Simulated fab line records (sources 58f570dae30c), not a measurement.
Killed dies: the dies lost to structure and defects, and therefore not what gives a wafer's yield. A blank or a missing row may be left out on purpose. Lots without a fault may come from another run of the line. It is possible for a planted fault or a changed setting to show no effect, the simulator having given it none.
fab line records | flow berkeleyCmos170
record lots=5 | wafers=15 | lastDay=13
route steps=331 shown WELLDRIVE@55 ACTIVE@60
lots with no fault: from the same line, run without faults
startH: start of the lot's first displayed wafer, in hours after the record's first day | waitH: hours elapsed since this lot's preceding step | " identical to the entry in the row above | L1.1+2: a row that stands for several wafers | - no value, or no start given | * or withheld: withheld | < > ~ a bound
route shown NAME@n: NAME is a module with steps in the file, n the number in the route of the first one | usual: the fault-free wafers' mean and standard deviation | same: alike in all rows | chamber/n: place in a boat | sites: the reading at each site | _std_site: their standard deviation | _edge_site: the outer-site mean with the inner-site mean subtracted | radiusMm: how far each site lies from the wafer's centre | mask NAME#n: copy n | behind: the last tool/chamber to shape the wafer | hold: why the lot went on hold/how many hours it stayed there/how the hold came to an end | device: the n, p or np transistor that did not switch | end of line: at the end of the route, the tests of the same wafers | where a step has no rows: the recipe by itself | killed: at the first sort, the dies lost to defects and structure; wafer yield is something else | map: the dies of a wafer, with x for killed, . for not killed, _ for no die there
set.NAME: setting as actually run; set.NAME@STEP: the setting as run at that earlier step | model.NAME: the simulator's own value behind a step, which no gauge read
lots at selected steps of the route; one table per step, one row per wafer
services: when a tool's chamber went out of use (startH, in hours from the record's first day, below 0 if earlier), for how many hours, and the reason
## steps
# step UCB170_WELLDRIVE_CLEAN_00
# recipe chemistry=SPM | tempC=120 | timeS=600
# usual tempC=120.00/0.14
# same timeS=600
lot.wafer | tool        | chamber | startH | waitH | tempC
L076.2    | wetBench-04 | 2       | 74.64  | 0.0   | 119.93
L076.4    | "           | 2       | "      | "     | 119.76
L076.5    | "           | 2       | "      | "     | 120.02
L080.2    | wetBench-03 | 0       | 96.84  | 1.6   | 119.86
L080.4    | "           | 0       | "      | "     | 120.01
L080.5    | "           | 0       | "      | "     | 120.02
L086.1    | wetBench-04 | 3       | 122.68 | 0.8   | 119.82
L086.4    | "           | 3       | "      | "     | 119.80
L086.6    | "           | 3       | "      | "     | 119.89
L094.1    | wetBench-01 | 0       | 173.17 | 0.0   | 119.83
L094.4    | "           | 0       | "      | "     | 119.71
L094.5    | "           | 0       | "      | "     | 119.84
L097.2    | wetBench-04 | 0       | 179.56 | 0.0   | 119.93
L097.5    | "           | 0       | "      | "     | 119.98
L097.6    | "           | 0       | "      | "     | 119.89
# step UCB170_WELLDRIVE_OXIDATION_01
# recipe tempC=1100 | ambient=O2 | targetThkA=1990 | oxTimeS=9000
# usual spikeTcLoadC=1130.3/2.2 | tubeCenterTempC=1100/0.1
lot.wafer | tool       | chamber | startH | waitH | spikeTcLoadC | tubeCenterTempC
L076.2    | furnace-04 | 0       | 79.39  | 4.6   | 1130.3       | 1099.9
L076.4    | "          | 0       | "      | "     | 1131.4       | 1100
L076.5    | "          | 0       | "      | "     | 1130.0       | 1100.2
L080.2    | furnace-04 | 0       | 104.04 | 7.0   | 1130.2       | 1099.8
L080.4    | "          | 0       | "      | "     | 1131.1       | 1100
L080.5    | "          | 0       | "      | "     | 1130.3       | 1100.1
L086.1    | furnace-01 | 0       | 126.15 | 3.3   | 1129.4       | 1100.1
L086.4    | "          | 0       | "      | "     | 1128.6       | 1100
L086.6    | "          | 0       | "      | "     | 1127.6       | 1100
L094.1    | furnace-04 | 0       | 176.41 | 3.0   | 1130.7       | 1099.9
L094.4    | "          | 0       | "      | "     | 1130.6       | 1100.1
L094.5    | "          | 0       | "      | "     | 1131.7       | 1100.1
L097.2    | furnace-02 | 0       | 182.34 | 2.6   | 1134.6       | 1100.2
L097.5    | "          | 0       | "      | "     | 1132.4       | 1100
L097.6    | "          | 0       | "      | "     | 1132.8       | 1100
# step UCB170_WELLDRIVE_THK_MEAS_02
# recipe reads=SiO2_of_WELLDRIVE_OXIDATION_01
# usual WELLDRIVE_OXIDE_THK=199/3.1
lot.wafer | tool         | chamber | startH | waitH | WELLDRIVE_OXIDE_THK[nm]
L076.2    | filmMetro-02 | -       | 82.90  | 0.0   | 195
L076.4    | "            | -       | "      | "     | 197
L076.5    | "            | -       | "      | "     | 197
L080.2    | filmMetro-03 | -       | 107.55 | 0.0   | 205
L080.4    | "            | -       | "      | "     | 200
L080.5    | "            | -       | "      | "     | 202
L086.1    | filmMetro-02 | -       | 129.65 | 0.0   | 204
L086.4    | "            | -       | "      | "     | 201
L086.6    | "            | -       | "      | "     | 202
L094.1    | filmMetro-03 | -       | 179.91 | 0.0   | 201
L094.4    | "            | -       | "      | "     | 201
L094.5    | "            | -       | "      | "     | 205
L097.2    | filmMetro-04 | -       | 185.85 | 0.0   | 198
L097.5    | "            | -       | "      | "     | 194
L097.6    | "            | -       | "      | "     | 199
# step UCB170_WELLDRIVE_ANNEAL_03
# recipe tempC=1100 | timeS=900 | ambient=N2
# usual spikeTcLoadC=1131.1/2.3 | tubeCenterTempC=1100/0.1
# same timeS=900
lot.wafer | tool       | chamber | startH | waitH | spikeTcLoadC | tubeCenterTempC
L076.2    | furnace-02 | 0       | 87.62  | 4.7   | 1135.9       | 1099.9
L076.4    | "          | 0       | "      | "     | 1134.1       | 1100.1
L076.5    | "          | 0       | "      | "     | 1134.2       | 1099.9
L080.2    | furnace-04 | 0       | 113.14 | 5.6   | 1130.9       | 1100
L080.4    | "          | 0       | "      | "     | 1131.8       | 1099.9
L080.5    | "          | 0       | "      | "     | 1130.2       | 1099.9
L086.1    | furnace-04 | 0       | 135.21 | 5.5   | 1130.4       | 1099.9
L086.4    | "          | 0       | "      | "     | 1130.0       | 1100
L086.6    | "          | 0       | "      | "     | 1129.6       | 1099.8
L094.1    | furnace-01 | 0       | 182.96 | 3.0   | 1129.3       | 1100
L094.4    | "          | 0       | "      | "     | 1129.0       | 1099.8
L094.5    | "          | 0       | "      | "     | 1127.0       | 1099.9
L097.2    | furnace-02 | 0       | 192.84 | 7.0   | 1134.5       | 1100
L097.5    | "          | 0       | "      | "     | 1134.3       | 1100.1
L097.6    | "          | 0       | "      | "     | 1134.2       | 1099.8
# step UCB170_WELLDRIVE_WET_ETCH_04
# recipe chemistry=BOE | dilution=5:1 | target=SiO2 | tempC=25 | timeS=120
# usual tempC=25.01/0.097
# same timeS=120
lot.wafer | tool        | chamber | startH | waitH | tempC
L076.2    | wetBench-03 | 2       | 88.87  | 0.0   | 24.95
L076.4    | "           | 2       | "      | "     | 25.00
L076.5    | "           | 2       | "      | "     | 25.19
L080.2    | wetBench-01 | 3       | 114.39 | 0.0   | 24.98
L080.4    | "           | 3       | "      | "     | 24.85
L080.5    | "           | 3       | "      | "     | 25.07
L086.1    | wetBench-03 | 2       | 136.46 | 0.0   | 25.07
L086.4    | "           | 2       | "      | "     | 25.03
L086.6    | "           | 2       | "      | "     | 25.07
L094.1    | wetBench-03 | 3       | 184.25 | 0.0   | 24.95
L094.4    | "           | 3       | "      | "     | 24.97
L094.5    | "           | 3       | "      | "     | 24.89
L097.2    | wetBench-04 | 0       | 194.09 | 0.0   | 24.99
L097.5    | "           | 0       | "      | "     | 25.18
L097.6    | "           | 0       | "      | "     | 25.07
# step UCB170_ACTIVE_CLEAN_00
# recipe chemistry=SPM | tempC=120 | timeS=600
# usual tempC=119.99/0.12
# same timeS=600
lot.wafer | tool        | chamber | startH | waitH | tempC
L076.2    | wetBench-04 | 0       | 88.91  | 0.0   | 119.79
L076.4    | "           | 0       | "      | "     | 119.96
L076.5    | "           | 0       | "      | "     | 120.01
L080.2    | wetBench-03 | 3       | 114.43 | 0.0   | 119.91
L080.4    | "           | 3       | "      | "     | 119.84
L080.5    | "           | 3       | "      | "     | 119.95
L086.1    | wetBench-01 | 2       | 136.51 | 0.0   | 119.89
L086.4    | "           | 2       | "      | "     | 120.09
L086.6    | "           | 2       | "      | "     | 120.02
L094.1    | wetBench-01 | 3       | 184.43 | 0.1   | 120.12
L094.4    | "           | 3       | "      | "     | 119.95
L094.5    | "           | 3       | "      | "     | 120.08
L097.2    | wetBench-01 | 0       | 194.13 | 0.0   | 120.10
L097.5    | "           | 0       | "      | "     | 119.95
L097.6    | "           | 0       | "      | "     | 120.03
# step UCB170_ACTIVE_CLEAN_01
# recipe chemistry=dHF | dilution=25:1 | timeS=60
# same timeS=60
lot.wafer  | tool        | chamber | startH | waitH
L076.2+4+5 | wetBench-01 | 0       | 89.10  | 0.0
L080.2+4+5 | wetBench-01 | 1       | 114.61 | 0.0
L086.1+4+6 | wetBench-03 | 2       | 136.70 | 0.0
L094.1+4+5 | wetBench-01 | 3       | 184.60 | 0.0
L097.2+5+6 | wetBench-04 | 3       | 194.31 | 0.0
# step UCB170_ACTIVE_OXIDATION_02
# recipe tempC=1000 | ambient=O2 | targetThkA=264 | oxTimeS=1260
# usual spikeTcLoadC=1030.1/2.7 | tubeCenterTempC=999.98/0.081
lot.wafer | tool       | chamber | startH | waitH | spikeTcLoadC | tubeCenterTempC
L076.2    | furnace-04 | 0       | 94.26  | 5.1   | 1030.7       | 1000
L076.4    | "          | 0       | "      | "     | 1027.9       | 999.89
L076.5    | "          | 0       | "      | "     | 1029.1       | 999.9
L080.2    | furnace-01 | 0       | 120.55 | 5.9   | 1026.0       | 1000.1
L080.4    | "          | 0       | "      | "     | 1027.1       | 999.99
L080.5    | "          | 0       | "      | "     | 1027.7       | 1000
L086.1    | furnace-02 | 0       | 141.79 | 5.1   | 1033.2       | 1000.2
L086.4    | "          | 0       | "      | "     | 1032.4       | 999.91
L086.6    | "          | 0       | "      | "     | 1034.5       | 999.93
L094.1    | furnace-01 | 0       | 191.56 | 6.9   | 1027.1       | 1000
L094.4    | "          | 0       | "      | "     | 1027.4       | 1000
L094.5    | "          | 0       | "      | "     | 1027.9       | 999.95
L097.2    | furnace-01 | 0       | 198.78 | 4.4   | 1026.0       | 1000.1
L097.5    | "          | 0       | "      | "     | 1028.0       | 999.93
L097.6    | "          | 0       | "      | "     | 1027.5       | 999.93
# step UCB170_ACTIVE_THK_MEAS_03
# recipe reads=SiO2_of_ACTIVE_OXIDATION_02
# usual ACTIVE_OXIDE_THK=26.3/0.49
lot.wafer | tool         | chamber | startH | waitH | ACTIVE_OXIDE_THK[nm]
L076.2    | filmMetro-01 | -       | 95.62  | 0.0   | 26.2
L076.4    | "            | -       | "      | "     | 26.1
L076.5    | "            | -       | "      | "     | 25.5
L080.2    | filmMetro-02 | -       | 121.91 | 0.0   | 25.8
L080.4    | "            | -       | "      | "     | 26.4
L080.5    | "            | -       | "      | "     | 26.2
L086.1    | filmMetro-01 | -       | 143.14 | 0.0   | 26.9
L086.4    | "            | -       | "      | "     | 26.6
L086.6    | "            | -       | "      | "     | 26.6
L094.1    | filmMetro-01 | -       | 192.91 | 0.0   | 26.5
L094.4    | "            | -       | "      | "     | 27.0
L094.5    | "            | -       | "      | "     | 26.8
L097.2    | filmMetro-03 | -       | 200.43 | 0.3   | 25.9
L097.5    | "            | -       | "      | "     | 26.2
L097.6    | "            | -       | "      | "     | 26.4
# step UCB170_ACTIVE_ANNEAL_04
# recipe tempC=1000 | timeS=900 | ambient=N2
# usual spikeTcLoadC=1029.6/2.5 | tubeCenterTempC=1000/0.096
# same timeS=900
lot.wafer | tool       | chamber | startH | waitH | spikeTcLoadC | tubeCenterTempC
L076.2    | furnace-01 | 0       | 102.10 | 6.5   | 1028.2       | 999.95
L076.4    | "          | 0       | "      | "     | 1027.0       | 1000.1
L076.5    | "          | 0       | "      | "     | 1027.6       | 1000
L080.2    | furnace-01 | 0       | 124.90 | 3.0   | 1026.9       | 999.97
L080.4    | "          | 0       | "      | "     | 1027.3       | 1000
L080.5    | "          | 0       | "      | "     | 1026.3       | 999.87
L086.1    | furnace-02 | 0       | 147.41 | 4.3   | 1032.3       | 999.99
L086.4    | "          | 0       | "      | "     | 1032.1       | 1000
L086.6    | "          | 0       | "      | "     | 1032.7       | 999.98
L094.1    | furnace-04 | 0       | 197.78 | 4.9   | 1027.9       | 1000.1
L094.4    | "          | 0       | "      | "     | 1030.1       | 1000.1
L094.5    | "          | 0       | "      | "     | 1028.9       | 1000.1
L097.2    | furnace-01 | 0       | 204.06 | 3.6   | 1027.8       | 1000
L097.5    | "          | 0       | "      | "     | 1028.6       | 1000.1
L097.6    | "          | 0       | "      | "     | 1028.3       | 1000.1
# step UCB170_ACTIVE_CVD_05
# recipe material=Si3N4 | targetThkNm=220 | tempC=800 | precursor=SiH2Cl2/NH3 | timeS=3300 | pressureMtorr=200 | sih2cl2FlowSccm=25 | nh3FlowSccm=75
# usual spikeTcLoadC=822/3.4
# same timeS=3300
lot.wafer | tool     | chamber | startH | waitH | spikeTcLoadC
L076.2    | lpcvd-02 | 1       | 103.35 | 0.0   | 818
L076.4    | "        | 1       | "      | "     | 819
L076.5    | "        | 1       | "      | "     | 819
L080.2    | lpcvd-01 | 1       | 126.15 | 0.0   | 822
L080.4    | "        | 1       | "      | "     | 821
L080.5    | "        | 1       | "      | "     | 820
L086.1    | lpcvd-02 | 1       | 148.66 | 0.0   | 820
L086.4    | "        | 1       | "      | "     | 821
L086.6    | "        | 1       | "      | "     | 819
L094.1    | lpcvd-02 | 0       | 199.03 | 0.0   | 826
L094.4    | "        | 0       | "      | "     | 826
L094.5    | "        | 0       | "      | "     | 829
L097.2    | lpcvd-02 | 1       | 206.56 | 1.2   | 819
L097.5    | "        | 1       | "      | "     | 820
L097.6    | "        | 1       | "      | "     | 818
# step UCB170_ACTIVE_THK_MEAS_06
# recipe reads=Si3N4_of_ACTIVE_CVD_05
# usual ACTIVE_NITRIDE_THK=221.2/2.1
lot.wafer | tool         | chamber | startH | waitH | ACTIVE_NITRIDE_THK[nm]
L076.2    | filmMetro-01 | -       | 105.28 | 0.0   | 224.9
L076.4    | "            | -       | "      | "     | 225.2
L076.5    | "            | -       | "      | "     | 222.5
L080.2    | filmMetro-03 | -       | 128.09 | 0.0   | 222.6
L080.4    | "            | -       | "      | "     | 222.9
L080.5    | "            | -       | "      | "     | 222.0
L086.1    | filmMetro-01 | -       | 150.63 | 0.1   | 220.8
L086.4    | "            | -       | "      | "     | 221.3
L086.6    | "            | -       | "      | "     | 221.3
L094.1    | filmMetro-03 | -       | 200.94 | 0.0   | 223.2
L094.4    | "            | -       | "      | "     | 224.0
L094.5    | "            | -       | "      | "     | 224.1
L097.2    | filmMetro-03 | -       | 208.48 | 0.0   | 221.9
L097.5    | "            | -       | "      | "     | 222.4
L097.6    | "            | -       | "      | "     | 223.3
# step UCB170_ACTIVE_HMDS_07
# recipe primeTimeS=60 | primeTempC=100
lot.wafer  | tool          | chamber | startH | waitH
L076.2+4+5 | lithoTrack-02 | 0       | 105.36 | 0.1
L080.2+4+5 | lithoTrack-04 | 0       | 128.49 | 0.4
L086.1+4+6 | lithoTrack-02 | 0       | 150.77 | 0.1
L094.1+4+5 | lithoTrack-02 | 0       | 201.00 | 0.1
L097.2+5+6 | lithoTrack-02 | 0       | 208.56 | 0.1
# step UCB170_ACTIVE_COAT_08
# recipe resist=KrF | spinRpm=1500 | resistThkNm=900
lot.wafer  | tool          | chamber | startH | waitH
L076.2+4+5 | lithoTrack-02 | 0       | 105.51 | 0.1
L080.2+4+5 | lithoTrack-04 | 0       | 128.64 | 0.1
L086.1+4+6 | lithoTrack-02 | 0       | 150.92 | 0.1
L094.1+4+5 | lithoTrack-02 | 0       | 201.15 | 0.1
L097.2+5+6 | lithoTrack-02 | 0       | 208.71 | 0.1
# step UCB170_ACTIVE_SOFTBAKE_09
# recipe resist=KrF | tempC=130 | timeS=60
# same timeS=60
lot.wafer  | tool          | chamber | startH | waitH
L076.2+4+5 | lithoTrack-02 | 0       | 105.66 | 0.1
L080.2+4+5 | lithoTrack-04 | 0       | 128.79 | 0.1
L086.1+4+6 | lithoTrack-02 | 0       | 151.07 | 0.1
L094.1+4+5 | lithoTrack-02 | 0       | 201.30 | 0.1
L097.2+5+6 | lithoTrack-02 | 0       | 208.86 | 0.1
# step UCB170_ACTIVE_EXPOSE_10
# recipe maskId=ACTIVE | targetCdNm=1200 | na=0.5 | sigmaOuter=0.6 | sourceShape=conventional | doseMj=20
lot.wafer  | tool          | chamber | startH | waitH | mask
L076.2+4+5 | krfScanner-02 | 0       | 106.17 | 0.5   | ACTIVE#0
L080.2+4+5 | krfScanner-02 | 0       | 129.06 | 0.2   | ACTIVE#0
L086.1+4+6 | krfScanner-01 | 0       | 151.57 | 0.5   | ACTIVE#0
L094.1+4+5 | krfScanner-01 | 0       | 201.45 | 0.1   | ACTIVE#0
L097.2+5+6 | krfScanner-02 | 0       | 209.13 | 0.2   | ACTIVE#0
# step UCB170_ACTIVE_PEB_11
# recipe pebTempC=130 | pebTimeS=withheld | resist=KrF
lot.wafer  | tool          | chamber | startH | waitH
L076.2+4+5 | lithoTrack-02 | 0       | 106.32 | 0.1
L080.2+4+5 | lithoTrack-02 | 0       | 129.52 | 0.4
L086.1+4+6 | lithoTrack-01 | 0       | 152.00 | 0.4
L094.1+4+5 | lithoTrack-04 | 0       | 201.57 | 0.1
L097.2+5+6 | lithoTrack-02 | 0       | 209.25 | 0.1
# step UCB170_ACTIVE_DEVELOP_12
# recipe developer=TMAH | developTimeS=45 | resist=KrF | devTempC=21
lot.wafer  | tool          | chamber | startH | waitH
L076.2+4+5 | lithoTrack-02 | 0       | -      | -
L080.2+4+5 | lithoTrack-02 | 0       | -      | -
L086.1+4+6 | lithoTrack-01 | 0       | -      | -
L094.1+4+5 | lithoTrack-04 | 0       | -      | -
L097.2+5+6 | lithoTrack-02 | 0       | -      | -
# step UCB170_ACTIVE_CD_MEAS_13
# recipe targetCdNm=1200
# usual cdNm=1199.7/1.5
lot.wafer | tool     | chamber | startH | waitH | cdNm
L076.2    | cdSem-01 | -       | 106.59 | -     | 1199.4
L076.4    | "        | -       | "      | "     | 1200.5
L076.5    | "        | -       | "      | "     | 1201.0
L080.2    | cdSem-01 | -       | 130.02 | -     | 1201.4
L080.4    | "        | -       | "      | "     | 1200.1
L080.5    | "        | -       | "      | "     | 1199.0
L086.1    | cdSem-01 | -       | 152.51 | -     | 1199.0
L086.4    | "        | -       | "      | "     | 1201.1
L086.6    | "        | -       | "      | "     | 1201.2
L094.1    | cdSem-02 | -       | 201.85 | -     | 1199.1
L094.4    | "        | -       | "      | "     | 1200.3
L094.5    | "        | -       | "      | "     | 1199.7
L097.2    | cdSem-01 | -       | 209.52 | -     | 1198.5
L097.5    | "        | -       | "      | "     | 1199.6
L097.6    | "        | -       | "      | "     | 1197.2
# step UCB170_ACTIVE_OVL_MEAS_14
# usual ACTIVE_OVL=3/6
lot.wafer | tool       | chamber | startH | waitH | ACTIVE_OVL[nm]
L076.2    | overlay-02 | -       | 106.70 | 0.1   | 17
L076.4    | "          | -       | "      | "     | 16
L076.5    | "          | -       | "      | "     | 12
L080.2    | overlay-02 | -       | 130.13 | 0.1   | 6
L080.4    | "          | -       | "      | "     | 10
L080.5    | "          | -       | "      | "     | 1
L086.1    | overlay-01 | -       | 152.63 | 0.1   | 0
L086.4    | "          | -       | "      | "     | 5
L086.6    | "          | -       | "      | "     | 3
L094.1    | overlay-01 | -       | 201.97 | 0.1   | -3
L094.4    | "          | -       | "      | "     | -2
L094.5    | "          | -       | "      | "     | 3
L097.2    | overlay-01 | -       | 209.63 | 0.1   | 3
L097.5    | "          | -       | "      | "     | 0
L097.6    | "          | -       | "      | "     | -5
## services
tool          | chamber | startH | hours | kind
furnace-02    | -       | 52.31  | 2.5   | pm
krfScanner-02 | -       | 62.00  | 1.0   | pm
furnace-02    | -       | 78.11  | 3.8   | pm
krfScanner-01 | -       | 80.43  | 1.0   | pm
furnace-01    | -       | 86.78  | 6.7   | repair
furnace-02    | -       | 97.54  | 22.7  | pm
krfScanner-01 | -       | 122.34 | 1.3   | pm
furnace-01    | -       | 129.65 | 3.3   | pm
furnace-01    | -       | 132.95 | 3.0   | pm
krfScanner-02 | -       | 160.50 | 0.8   | pm
krfScanner-02 | -       | 165.29 | 1.3   | pm
krfScanner-02 | -       | 175.53 | 2.8   | repair
furnace-04    | -       | 182.93 | 6.0   | pm
lpcvd-02      | -       | 186.78 | 0.4   | repair
krfScanner-02 | -       | 206.40 | 1.8   | repair
furnace-04    | -       | 207.38 | 3.4   | pm
krfScanner-01 | -       | 208.26 | 0.8   | pm
## key
fault none
